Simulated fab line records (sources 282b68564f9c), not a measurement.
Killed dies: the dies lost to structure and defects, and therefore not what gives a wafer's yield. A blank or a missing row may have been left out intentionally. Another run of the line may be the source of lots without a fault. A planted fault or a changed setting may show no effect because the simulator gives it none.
Struck lot and sound lot, side by side :: flow ritCmos :: 13 steps out of a route of 202
Sound: these wafers, L737.2, L737.4, L737.5. Wafers L728.3, L728.4, L728.6 were the ones struck. At the end, the cause is stated.
Order at every step that has rows: each side's tool, ch and its chambers, its first start. Under that, the readings that differ: sound wafers :: struck wafers :: difference of the means :: sigmas: that difference in standard deviations of wafers without a fault.
alike: readings with means less than 2 such deviations apart, plus words and numbers identical on both sides. not compared: withheld readings, readings lacking a value on some wafer, bounds such as >300 that could conceal the same value, and numbers that have no deviation in the record and whose values overlap.
A row with sigmas, a row that says differs or no value, or rows on one side alone: a step with any of these is where the two part. Non-overlapping numbers with no deviation appear without sigmas and do not part them. A reading missing from all wafers of one side parts the sides only when that side holds two or more wafers.

first, 2 steps without rows for these wafers: RIT_PLDD_PEB_04; RIT_PLDD_DEVELOP_05 (develop time 50 s).
RIT_PLDD_OVL_MEAS_06:
  struck on overlay-01, day 3 23:52; sound on overlay-02, day 5 12:20
  alike: PLDD_OVL
then, 2 steps without rows for these wafers: RIT_PLDD_HARDBAKE_07 (time 60 s); RIT_PLDD_IMPLANT_08.
RIT_PLDD_STRIP_09: strips in O2, time 180 s.
  sound on plasmaAsher-04 ch 0,1, day 5 12:40; struck on plasmaAsher-03 ch 0,1, day 4 00:14
  alike: drypumpMotorCurrentA
  not compared: rfHoursCounterH
RIT_PLDD_TW_MEAS_10:
  struck on filmMetro-03, day 4 00:23; sound on filmMetro-02, day 5 12:51
  alike: PLDD_TW
then, 4 steps without rows for these wafers: RIT_SPACER_CLEAN_00 (cleans in SC1, time 600 s); RIT_SPACER_CLEAN_01 (cleans in dHF, time 30 s); RIT_SPACER_CLEAN_02 (cleans in SC2, time 600 s); RIT_SPACER_CVD_03 (deposits Si3N4 from SiH2Cl2/NH3, target thk 250 nm, time 3300 s).
RIT_SPACER_THK_MEAS_04:
  struck on filmMetro-04, day 4 02:43; sound on filmMetro-04, day 5 15:11
  alike: SPACER_NITRIDE_THK
RIT_SPACER_ETCHBACK_05: etches Si3N4 in SF6/CHF3, stops on SiO2, target depth 250 nm, time 240 s.
  sound on rieDiel-04 ch 0,3, day 5 15:14; struck on rieDiel-02 ch 0,1, day 4 02:46
  no value came back on the struck wafers for any of 5 readings (CHF3_flow_sccm (sccm), SF6_flow_sccm (sccm) and others); on the sound wafers CHF3_flow_sccm (sccm) reads 30.00 29.99 30.04
reading: model.poly-Si_of_GATE_CVD_08.thkNm (nm)
sound: 168.7 170 169.4
struck: 234.7 235.8 236
difference: +66.1
sigmas: 

reading: model.Si3N4_of_SPACER_CVD_03.thkNm (nm)
sound: 194.5 195.7 193.1
struck: 253 250.6 250.7
difference: +57
sigmas: 

reading: model.SiO2_of_FOX2_OXIDATION_00.thkNm (nm)
sound: 176.7 180.6 180.7
struck: 224.9 224.8 218.8
difference: +43.5
sigmas: 
  not compared: rfHoursCounterH

## WHERE THEY PART
At RIT_SPACER_ETCHBACK_05 and nowhere else, as far as this record goes.

WHY: whatever the simulator had introduced
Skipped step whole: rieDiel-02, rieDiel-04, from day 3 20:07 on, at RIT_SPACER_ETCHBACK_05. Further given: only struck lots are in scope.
